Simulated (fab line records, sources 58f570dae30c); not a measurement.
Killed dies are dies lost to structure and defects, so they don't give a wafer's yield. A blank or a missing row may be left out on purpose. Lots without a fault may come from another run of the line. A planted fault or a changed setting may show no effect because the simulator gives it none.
Tool commonality check | flow berkeley_cmos170 | 14 lots, 48 wafers sampled

WHY IT WAS OPENED
At UCB170_V1_THK_MEAS_01 the reading V1_TEOS_THK is flagged on 2 of 14 lots. Wafers without a fault read 2001 nm, standard deviation 26.
Rule: a lot is flagged when every wafer of it that has a number lies more than 4 standard deviations from that mean, or none has a number. The other lots count as sound.

lot  | measured     | on            | V1_TEOS_THK (nm), wafer by wafer | flag
L119 | day 7 04:48  | film_metro-02 | 1971 2018 2031                   |
L120 | day 7 04:53  | film_metro-02 | 2006 2028 2008                   |
L121 | day 7 08:44  | film_metro-02 | 1988 1980 2017                   |
L122 | day 7 20:22  | film_metro-03 | 1984 2008 2062                   |
L124 | day 8 06:05  | film_metro-01 | 1995 2017 2029                   |
L125 | day 8 16:01  | film_metro-03 | 1982 1991 2055                   |
L127 | day 9 06:49  | film_metro-01 | 2007 2021 2005                   |
L128 | day 9 19:44  | film_metro-02 | 1985 2058 2031                   |
L136 | day 10 16:55 | film_metro-02 | 2159 2187 2155 2159 2187 2155    | FLAGGED
L138 | day 11 14:03 | film_metro-01 | 2160 2178 2165 2160 2176 2165    | FLAGGED
L139 | day 11 14:04 | film_metro-02 | 1988 2034 1983                   |
L140 | day 11 17:47 | film_metro-01 | 1954 1994 2013                   |
L141 | day 11 23:41 | film_metro-02 | 1949 2050 2013                   |
L142 | day 11 23:41 | film_metro-01 | 1997 1982 2035                   |
The numbers of the flagged lots are 2167 nm on average: +166 nm against the usual, or +6 standard deviations.

WHICH TOOL RAN EACH LOT
The record holds 2 process steps before the reading, out of a route of 331 steps. In each cell: the tool, then ch and the chambers that the sampled wafers went through, then the start.
lot  | flag    | UCB170_GATE_STRIP_16                 | UCB170_V1_CVD_00
L119 |         | plasma_asher-01 ch 0,1, day 6 02:04  | pecvd-03 ch 0,1,2, day 7 04:38
L120 |         | plasma_asher-04 ch 0,1, day 6 02:23  | pecvd-04 ch 0,1,2, day 7 04:43
L121 |         | plasma_asher-04 ch 0,1, day 6 08:39  | pecvd-01 ch 0,1, day 7 08:34
L122 |         | plasma_asher-01 ch 0,1, day 6 15:43  | pecvd-03 ch 1,2, day 7 20:12
L124 |         | plasma_asher-04 ch 0,1, day 7 03:10  | pecvd-03 ch 0,1,2, day 8 05:55
L125 |         | plasma_asher-01 ch 0,1, day 7 06:45  | pecvd-04 ch 0,2, day 8 15:52
L127 |         | plasma_asher-03 ch 0,1, day 8 01:06  | pecvd-04 ch 0,1,2, day 9 06:38
L128 |         | plasma_asher-01 ch 1, day 8 10:17    | pecvd-01 ch 0,1, day 9 19:35
L136 | FLAGGED | plasma_asher-04 ch 0,1, day 9 12:30  | pecvd-04 ch 0,1,2, day 10 16:46
L138 | FLAGGED | plasma_asher-03 ch 0,1, day 10 10:58 | pecvd-04 ch 0,1, day 11 13:54
L139 |         | plasma_asher-01 ch 0,1, day 10 11:03 | pecvd-03 ch 0,1, day 11 13:54
L140 |         | plasma_asher-04 ch 0,1, day 10 15:18 | pecvd-01 ch 0,1,2, day 11 17:38
L141 |         | plasma_asher-04 ch 0,1, day 10 22:30 | pecvd-01 ch 0,1, day 11 23:31
L142 |         | plasma_asher-03 ch 0,1, day 10 22:46 | pecvd-03 ch 0,2, day 11 23:31
What these steps do:
- UCB170_GATE_STRIP_16: strips in O2.
- UCB170_V1_CVD_00: deposits SiO2 from TEOS/O2, target thk 2000 nm, time 250 s.
- UCB170_V1_THK_MEAS_01

FLAGGED OVER TOTAL, TOOL BY TOOL (the gauges that took the reading come last)
step                  | tool            | lots run | flagged | share of the flagged lots | sound lots run after its first flagged lot
UCB170_GATE_STRIP_16  | plasma_asher-01 | 5        | 0       | none                      | -
UCB170_GATE_STRIP_16  | plasma_asher-03 | 3        | 1       | some                      | 1 (L142)
UCB170_GATE_STRIP_16  | plasma_asher-04 | 6        | 1       | some                      | 2 (L140,L141)
UCB170_V1_CVD_00      | pecvd-01        | 4        | 0       | none                      | -
UCB170_V1_CVD_00      | pecvd-03        | 5        | 0       | none                      | -
UCB170_V1_CVD_00      | pecvd-04        | 5        | 2       | all                       | 0
UCB170_V1_THK_MEAS_01 | film_metro-01   | 5        | 1       | some                      | 2 (L140,L142)
UCB170_V1_THK_MEAS_01 | film_metro-02   | 7        | 1       | some                      | 2 (L139,L141)
UCB170_V1_THK_MEAS_01 | film_metro-03   | 2        | 0       | none                      | -

WHAT THE TABLE ALLOWS
1 row of the table ran every flagged lot: pecvd-04 at UCB170_V1_CVD_00.
- pecvd-04 at UCB170_V1_CVD_00: 2 of its 5 lots flagged. Its last sound lot is L127 (day 9 06:38), its first flagged lot L136 (day 10 16:46): a fault that began between those two fits. Its own readings lie more than 4 standard deviations out on every wafer of the flagged lots: run_length_s.
One tool is left: pecvd-04 at UCB170_V1_CVD_00.

WHAT THE SIMULATOR HAD PUT IN
Process parameter drift: pecvd-04, from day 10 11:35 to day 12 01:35, at UCB170_V1_CVD_00. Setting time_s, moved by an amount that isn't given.
Lots struck among those shown: L136, L138. The rule above found the same.
